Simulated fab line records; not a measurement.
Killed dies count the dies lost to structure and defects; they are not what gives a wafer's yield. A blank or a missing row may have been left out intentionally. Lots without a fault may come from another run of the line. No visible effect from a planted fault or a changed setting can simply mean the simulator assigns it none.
Matching of chambers	flow rit cmos	RIT_GATE_ETCH_19 on rie si-02 has 4 sister chambers
The step etches poly-Si in SF6/CHF3/O2, stops on SiO2, time 165 s, target depth 312.5 nm. 8 wafers are shown with their chamber, then 8 later ones without.

WAFERS, EACH WITH ITS CHAMBER
wafer	chamber	throttle valve pct (%)	run length s (s)
L262.2	3	10.26	193.2
L264.4	3	10.24	193.3
L266.1	0	10.04	193.5
L270.4	1	10.17	192.5
L270.5	0	10.05	193.6
L276.3	1	10.16	192.3
L276.6	2	9.95	193.6
L278.3	2	9.95	193.5

WAFERS WITHOUT THEIR CHAMBER
wafer	throttle valve pct (%)	run length s (s)
L278.5	10.06	193.6
L278.6	10.24	193.2
L280.3	10.16	192.3
L280.4	10.07	193.1
L280.5	10.16	192.6
L282.1	10.16	192.4
L282.2	10.25	193.5
L282.6	10.24	193.5

CHAMBER TAKEN BY EACH
wafer	from the rows above	in truth
L278.5	0	0
L278.6	3	3
L280.3	1	1
L280.4	0	0
L280.5	1	1
L282.1	1	1
L282.2	3	3
L282.6	3	3
8 of 8 placed correctly. From these rows, 0 cannot be placed. Number placed wrongly: 0.
How it was worked out, from the rows above alone: a wafer's distance from a chamber is the root of the sum, over the readings, of the square of ((its reading less the chamber's mean) divided by the reading's scatter). If the next closest chamber is less than 2 further off than the closest, the wafer can't be placed; otherwise it belongs to the closest. For every chamber, the mean is computed from those of its wafers that are shown. The scatter: the root of (the sum of the squares of (reading less its chamber's mean) over the shown wafers, divided by (wafers less chambers)).
